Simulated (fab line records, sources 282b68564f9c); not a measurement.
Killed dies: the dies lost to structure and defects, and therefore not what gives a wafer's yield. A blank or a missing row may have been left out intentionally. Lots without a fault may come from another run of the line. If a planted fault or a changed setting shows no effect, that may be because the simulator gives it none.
Which tool did it? :: flow ritCmos :: 14 lots with 42 wafers sampled at 4 steps, on a route of 202 steps

WHAT EACH GAUGE READ, for each wafer
RIT_ACTIVE_THK_MEAS_02. Usual: ACTIVE_OXIDE_THK typically reads 46.5 nm, with standard deviation 0.76.
lot: L591
measured: day 1 12:03
on: filmMetro-02
ACTIVE_OXIDE_THK (nm): 46.6 46.8 46.9
flag: 

lot: L592
measured: day 1 17:34
on: filmMetro-02
ACTIVE_OXIDE_THK (nm): 47.2 46.5 47.3
flag: 

lot: L593
measured: day 1 22:04
on: filmMetro-04
ACTIVE_OXIDE_THK (nm): 46.4 46.6 46.7
flag: 

lot: L595
measured: day 2 08:37
on: filmMetro-04
ACTIVE_OXIDE_THK (nm): 47.0 46.9 47.1
flag: 

lot: L597
measured: day 2 20:44
on: filmMetro-04
ACTIVE_OXIDE_THK (nm): 46.1 45.8 46.1
flag: 

lot: L600
measured: day 3 10:38
on: filmMetro-02
ACTIVE_OXIDE_THK (nm): 45.8 45.8 46.5
flag: 

lot: L601
measured: day 3 14:13
on: filmMetro-01
ACTIVE_OXIDE_THK (nm): 45.3 45.1 45.4
flag: 

lot: L602
measured: day 3 19:33
on: filmMetro-02
ACTIVE_OXIDE_THK (nm): 46.5 46.2 46.4
flag: 

lot: L603
measured: day 4 00:57
on: filmMetro-04
ACTIVE_OXIDE_THK (nm): 46.3 46.3 46.2
flag: 

lot: L604
measured: day 4 05:03
on: filmMetro-04
ACTIVE_OXIDE_THK (nm): 45.6 46.6 46.5
flag: 

lot: L605
measured: day 4 10:38
on: filmMetro-02
ACTIVE_OXIDE_THK (nm): 47.8 47.0 47.9
flag: 

lot: L606
measured: day 4 16:26
on: filmMetro-01
ACTIVE_OXIDE_THK (nm): 46.7 46.7 46.8
flag: 

lot: L608
measured: day 5 01:03
on: filmMetro-04
ACTIVE_OXIDE_THK (nm): 47.1 46.4 46.0
flag: 

lot: L614
measured: day 6 07:19
on: filmMetro-02
ACTIVE_OXIDE_THK (nm): 47.5 46.9 47.2
flag: 

RIT_REOX_THK_MEAS_04. Usual: REOX_OXIDE_THK typically reads 25.2 nm, with standard deviation 0.46.
lot: L591
measured: day 2 19:11
on: filmMetro-04
REOX_OXIDE_THK (nm): 24.6 25.1 25.2
flag: 

lot: L592
measured: day 3 01:41
on: filmMetro-04
REOX_OXIDE_THK (nm): 26.3 26.3 25.8
flag: 

lot: L593
measured: day 3 05:19
on: filmMetro-01
REOX_OXIDE_THK (nm): 25.7 25.6 25.4
flag: 

lot: L595
measured: day 3 18:24
on: filmMetro-01
REOX_OXIDE_THK (nm): 25.2 25.3 25.3
flag: 

lot: L597
measured: day 4 05:10
on: filmMetro-03
REOX_OXIDE_THK (nm): 25.0 25.6 25.4
flag: 

lot: L600
measured: day 4 19:14
on: filmMetro-04
REOX_OXIDE_THK (nm): 25.9 25.8 25.5
flag: 

lot: L601
measured: day 4 23:42
on: filmMetro-03
REOX_OXIDE_THK (nm): 25.6 24.9 24.9
flag: 

lot: L602
measured: day 5 02:38
on: filmMetro-03
REOX_OXIDE_THK (nm): 25.6 25.3 24.8
flag: 

lot: L603
measured: day 5 06:33
on: filmMetro-01
REOX_OXIDE_THK (nm): 25.0 24.7 24.7
flag: 

lot: L606
measured: day 5 22:23
on: filmMetro-04
REOX_OXIDE_THK (nm): 25.1 25.4 25.2
flag: 

lot: L608
measured: day 6 07:17
on: filmMetro-01
REOX_OXIDE_THK (nm): 24.6 24.4 24.6
flag: 

lot: L614
measured: day 7 13:59
on: filmMetro-03
REOX_OXIDE_THK (nm): 25.3 25.8 25.7
flag: 

EACH LOT AND THE TOOL THAT RAN IT (in order: tool; ch and the chambers of the sampled wafers; start)
lot: L591
RIT_NRETRO_STRIP_09: plasmaAsher-02 ch 0,1, day 2 06:43
RIT_GATE_DEVELOP_15: lithoTrack-03 ch 0, day 2 14:00

lot: L592
RIT_NRETRO_STRIP_09: plasmaAsher-03 ch 0,1, day 2 11:55
RIT_GATE_DEVELOP_15: lithoTrack-03 ch 0, day 2 21:00

lot: L593
RIT_NRETRO_STRIP_09: plasmaAsher-01 ch 0,1, day 2 17:01
RIT_GATE_DEVELOP_15: lithoTrack-02 ch 0, day 3 01:00

lot: L595
RIT_NRETRO_STRIP_09: plasmaAsher-01 ch 0,1, day 3 03:28
RIT_GATE_DEVELOP_15: lithoTrack-02 ch 0, day 3 14:00

lot: L597
RIT_NRETRO_STRIP_09: plasmaAsher-02 ch 0,1, day 3 16:37
RIT_GATE_DEVELOP_15: lithoTrack-01 ch 0, day 4 01:00

lot: L600
RIT_NRETRO_STRIP_09: plasmaAsher-01 ch 0,1, day 4 05:03
RIT_GATE_DEVELOP_15: lithoTrack-02 ch 0, day 4 13:00

lot: L601
RIT_NRETRO_STRIP_09: plasmaAsher-02 ch 0,1, day 4 10:14
RIT_GATE_DEVELOP_15: lithoTrack-03 ch 0, day 4 19:00

lot: L602
RIT_NRETRO_STRIP_09: plasmaAsher-02 ch 0, day 4 14:54
RIT_GATE_DEVELOP_15: lithoTrack-02 ch 0, day 4 22:00

lot: L603
RIT_NRETRO_STRIP_09: plasmaAsher-01 ch 0,1, day 4 19:10
RIT_GATE_DEVELOP_15: lithoTrack-02 ch 0, day 5 01:00

lot: L604
RIT_NRETRO_STRIP_09: plasmaAsher-03 ch 0,1, day 5 00:14
RIT_GATE_DEVELOP_15: lithoTrack-02, day 5 07:00

lot: L605
RIT_NRETRO_STRIP_09: plasmaAsher-03 ch 0,1, day 5 06:46
RIT_GATE_DEVELOP_15: lithoTrack-02, day 5 15:00

lot: L606
RIT_NRETRO_STRIP_09: plasmaAsher-01 ch 0,1, day 5 11:59
RIT_GATE_DEVELOP_15: lithoTrack-01 ch 0, day 5 18:00

lot: L608
RIT_NRETRO_STRIP_09: plasmaAsher-03 ch 0,1, day 5 20:26
RIT_GATE_DEVELOP_15: lithoTrack-01 ch 0, day 6 03:00

lot: L614
RIT_NRETRO_STRIP_09: plasmaAsher-03 ch 0,1, day 7 02:00
RIT_GATE_DEVELOP_15: lithoTrack-01 ch 0, day 7 08:00
- RIT_NRETRO_STRIP_09: strips in O2, time 180 s.
- RIT_GATE_DEVELOP_15: develop time 50 s.

AS READ BY THE TOOLS THEMSELVES (means over the sampled wafers that have a number; for cases with no such wafer, the mark the record gives instead)
RIT_NRETRO_STRIP_09. Usual: drypumpMotorCurrentA 5.9 A, standard deviation 0.4; rfReflPowerW 5.3 W, standard deviation 1.6.
lot: L591
tool: plasmaAsher-02
drypumpMotorCurrentA (A): 6.5
rfReflPowerW (W): 7.2
flag: 

lot: L592
tool: plasmaAsher-03
drypumpMotorCurrentA (A): 5.6
rfReflPowerW (W): 5.0
flag: 

lot: L593
tool: plasmaAsher-01
drypumpMotorCurrentA (A): 5.9
rfReflPowerW (W): 4.6
flag: 

lot: L595
tool: plasmaAsher-01
drypumpMotorCurrentA (A): 5.9
rfReflPowerW (W): 4.5
flag: 

lot: L597
tool: plasmaAsher-02
drypumpMotorCurrentA (A): 6.5
rfReflPowerW (W): 7.4
flag: 

lot: L600
tool: plasmaAsher-01
drypumpMotorCurrentA (A): 5.9
rfReflPowerW (W): 4.8
flag: 

lot: L601
tool: plasmaAsher-02
drypumpMotorCurrentA (A): 6.3
rfReflPowerW (W): 6.1
flag: 

lot: L602
tool: plasmaAsher-02
drypumpMotorCurrentA (A): 6.8
rfReflPowerW (W): 8.5
flag: 

lot: L603
tool: plasmaAsher-01
drypumpMotorCurrentA (A): 5.7
rfReflPowerW (W): 5.3
flag: 

lot: L604
tool: plasmaAsher-03
drypumpMotorCurrentA (A): 5.6
rfReflPowerW (W): 4.9
flag: 

lot: L605
tool: plasmaAsher-03
drypumpMotorCurrentA (A): 5.6
rfReflPowerW (W): 4.9
flag: 

lot: L606
tool: plasmaAsher-01
drypumpMotorCurrentA (A): 5.7
rfReflPowerW (W): 5.7
flag: 

lot: L608
tool: plasmaAsher-03
drypumpMotorCurrentA (A): 5.6
rfReflPowerW (W): 5.0
flag: 

lot: L614
tool: plasmaAsher-03
drypumpMotorCurrentA (A): 5.5
rfReflPowerW (W): 4.4
flag: 

RIT_GATE_DEVELOP_15. Usual: 22.99 C for chillPlateTempC, sd 0.1.
lot: L591
tool: lithoTrack-03
chillPlateTempC (C): 22.84
flag: 

lot: L592
tool: lithoTrack-03
chillPlateTempC (C): 22.97
flag: 

lot: L593
tool: lithoTrack-02
chillPlateTempC (C): 22.92
flag: 

lot: L595
tool: lithoTrack-02
chillPlateTempC (C): 23.06
flag: 

lot: L597
tool: lithoTrack-01
chillPlateTempC (C): 23.07
flag: 

lot: L600
tool: lithoTrack-02
chillPlateTempC (C): 22.90
flag: 

lot: L601
tool: lithoTrack-03
chillPlateTempC (C): 22.92
flag: 

lot: L602
tool: lithoTrack-02
chillPlateTempC (C): 23.03
flag: 

lot: L603
tool: lithoTrack-02
chillPlateTempC (C): 22.96
flag: 

lot: L604
tool: lithoTrack-02
chillPlateTempC (C): -
flag: OFF

lot: L605
tool: lithoTrack-02
chillPlateTempC (C): -
flag: OFF

lot: L606
tool: lithoTrack-01
chillPlateTempC (C): 23.13
flag: 

lot: L608
tool: lithoTrack-01
chillPlateTempC (C): 22.92
flag: 

lot: L614
tool: lithoTrack-01
chillPlateTempC (C): 22.92
flag: 

THE ANSWER, worked out from the rows above alone
Rule: a lot is off if the mean of its wafers that have a number lies more than 3 standard deviations from the usual mean. Also off: a lot with no number at a reading for which 4 or more lots have one. The other lots that the step has rows for count as sound. The gauges are gone through in route order, then the tools' own readings, and for those a lot's mean is taken as printed above. At the first step where some lot is off, the reading lying furthest off is the one used; lots without a number count as furthest.
Off: L604, L605 (RIT_GATE_DEVELOP_15, chillPlateTempC). Without a number there: L604, L605.
If a tool, at that step or one of the process steps before it, ran each lot that is off and ran no sound lot following the first of them, it fits. One candidate fits, namely lithoTrack-02 at RIT_GATE_DEVELOP_15. Its last sound lot is L603 (day 5 01:00), its first lot that is off L604 (day 5 07:00): a fault that began between those two fits.
Blank at RIT_GATE_DEVELOP_15 on the lots that are off, where sound lots have numbers: chillPlateTempC.

WHAT WAS PUT IN BY THE SIMULATOR
Skipped step whole: lithoTrack-02, from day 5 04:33 on, at RIT_GATE_DEVELOP_15. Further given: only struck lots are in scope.
Shown lots that were struck: L604, L605. The rule given above showed the same thing.
